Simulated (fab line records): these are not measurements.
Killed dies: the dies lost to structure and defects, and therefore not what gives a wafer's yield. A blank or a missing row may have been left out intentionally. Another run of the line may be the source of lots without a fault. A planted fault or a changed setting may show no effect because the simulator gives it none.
Code-filled problem report in 8D (eight disciplines) form	flow rit-cmos	the parts of the form that need people (team, actions taken, sign-off) are left out

## 1. WHAT IS WRONG
SPACER_NITRIDE_THK at RIT_SPACER_THK_MEAS_04 reads a mean of 194.1 nm on 3 wafers of 1 lot; wafers without a fault read 250.7 nm with a standard deviation of 2.1. Measured from the usual mean, that is -27 standard deviations.
First seen on wafer L928.1, day 7 07:25, on film-metro-04. At this step, 39 wafers from 13 lots have a number in the record. Rule for "out", or "out of limits": more than 4 standard deviations from the usual mean. The other wafers with a number count as sound.

## 2. WHAT IT IS, AND WHAT IT ISN'T
question	is	is not
which readings at this step	SPACER_NITRIDE_THK	-
which lots	L928	L909, L910, L911, L913, L914, L915, L916, L918, L920, L921, L922, L931
which wafers of those lots	all that have a number	-
read on which gauges	film-metro-04	film-metro-01, film-metro-02
when	from day 7 07:25	up to then (33 sound wafers); but 3 sound wafers of L931 came after

## 3. WHAT RULES OUT EACH SUSPECT
Counting: a tool stays on the suspect list if, at a process step up to the reading, it processed all lots that are out and no sound lot following the first of them.
- ruled out: the gauge at RIT_SPACER_THK_MEAS_04. All the wafers that are out were read on film-metro-04, but those of them that RIT_SPACER_ETCHBACK_05 has rows for are out there too, on other tools.
- plasma-asher-02 at RIT_PWELL_STRIP_09 (strips in O2, time 180 s): ruled out as a lasting fault. Following L928 (day 6 05:24), the first lot on it that is out, the sound lots L931 were run on it.
- plasma-asher-02 at RIT_GATE_STRIP_20 (strips in O2, time 180 s): kept. It ran the lot that is out, L928 (day 6 21:13), and no sound lot after that; its last sound lot up to then is L915 (day 4 02:47).
- lpcvd-02 at RIT_SPACER_CVD_03 (deposits Si3N4 from SiH2Cl2/NH3, target thk 250 nm, time 3300 s): ruled out as a lasting fault. Following L928 (day 7 05:31), the first lot on it that is out, the sound lots L931 were run on it.
After counting, what remains is plasma-asher-02 at RIT_GATE_STRIP_20.

## 4. THE CAUSE (what the simulator had put in)
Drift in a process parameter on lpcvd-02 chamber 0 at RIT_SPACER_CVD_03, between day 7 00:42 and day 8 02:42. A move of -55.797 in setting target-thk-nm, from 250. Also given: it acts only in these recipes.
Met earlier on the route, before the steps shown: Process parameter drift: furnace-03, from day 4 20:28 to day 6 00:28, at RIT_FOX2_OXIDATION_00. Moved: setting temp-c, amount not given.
Counting ruled it out, wrongly: the rule takes a fault to strike every lot that its tool runs from its start on, and this one did not.

## 5. THE EFFECT CHAIN, in route order
One row per reading whose mean, taken over the struck wafers that have a number, lies over 3 standard deviations from the usual. Readings are gone through only where the record gives a usual standard deviation; hours: the median, over the lots, of the time from a lot's start at the first step in this table giving one to that lot's start at this step; sigmas: the change measured in usual standard deviations.
hours	step	reading	usual	on struck wafers	change	sigmas
0	RIT_SPACER_THK_MEAS_04	SPACER_NITRIDE_THK	250.7 nm	194.1	-56.6	-27
3	RIT_SPACER_ETCHBACK_05	oes-product-au	0.850 a.u.	0.717	-0.133	-10
The process steps in it:
- RIT_SPACER_ETCHBACK_05: etches Si3N4 in SF6/CHF3, stops on SiO2, target depth 250 nm, time 240 s.

## 6. HOW IT WOULD HAVE BEEN CAUGHT EARLIER
In this record the first reading out of limits at a measuring or inspecting step was taken at day 7 07:25, 7 hours after the fault began at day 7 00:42.
Tool readings at RIT_SPACER_CVD_03 with a usual standard deviation given in the record: none out on any struck wafer, hence no alarm at a limit of 4 standard deviations on them.
